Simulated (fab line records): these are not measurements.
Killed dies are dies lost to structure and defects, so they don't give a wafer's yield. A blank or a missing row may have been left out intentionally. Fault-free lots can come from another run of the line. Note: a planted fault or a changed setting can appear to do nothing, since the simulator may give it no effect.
Struck lot and sound lot, side by side	flow berkeley-cmos170	11 steps out of a route of 331
Sound: these wafers, L298.2, L298.3, L298.4. Wafers L309.1, L309.5, L309.6 were the ones struck. Last of all comes the cause.
At each step with rows: each side's tool, then ch and its chambers, then its first start. Under that, the readings that differ: sound wafers	struck wafers	difference of the means	sigmas: that difference in standard deviations of wafers without a fault.
alike: readings whose means differ by less than 2 such deviations, and words and numbers that are the same on both sides. not compared: withheld readings, readings that some wafer has no value for, bounds like >300 that may hide the same value, and numbers for which the record gives no deviation and whose values overlap.
A row with sigmas, a row that says differs or no value, or rows on one side alone: a step with any of these is where the two part. Numbers that don't overlap but have no deviation are shown without sigmas and don't part them. Lack of a reading on every wafer of one side parts them only where that side has two or more wafers.

UCB170_START_BOW_MEAS_00:
  sound on film-metro-01 at day 2 06:01; struck on film-metro-01 at day 4 13:00
  alike: INCOMING_BOW
then, 2 steps without rows for these wafers: UCB170_START_CLEAN_01 (cleans in dHF, time 60 s); UCB170_START_OXIDATION_02 (target thk 20 nm, ox time 1800 s).
UCB170_START_THK_MEAS_03:
  sound on film-metro-04 at day 2 11:41; struck on film-metro-01 at day 4 16:43
  alike: START_OXIDE_THK
then, 5 steps without rows for these wafers: UCB170_START_ANNEAL_04 (time 1200 s); UCB170_ZERO_HMDS_00 (prime time 60 s); UCB170_ZERO_COAT_01 (resist thk 900 nm); UCB170_ZERO_SOFTBAKE_02 (time 60 s); UCB170_ZERO_EXPOSE_03 (exposes mask PM MARKS, target cd 4000 nm).
UCB170_ZERO_PEB_04:
  struck on litho-track-01, day 4 23:00; sound on litho-track-04 ch 0, day 2 18:20
  no value came back on the struck wafers for chill-plate-temp-C (C), exhaust-pa (Pa), heater-power-total-W (W); on the sound wafers chill-plate-temp-C (C) reads 22.93 22.83 22.99
then, 1 step without rows for these wafers: UCB170_ZERO_DEVELOP_05 (develop time 45 s).

== WHERE THEY PART ==
Only at UCB170_ZERO_PEB_04, as far as this record shows.

WHY: the cause the simulator had injected
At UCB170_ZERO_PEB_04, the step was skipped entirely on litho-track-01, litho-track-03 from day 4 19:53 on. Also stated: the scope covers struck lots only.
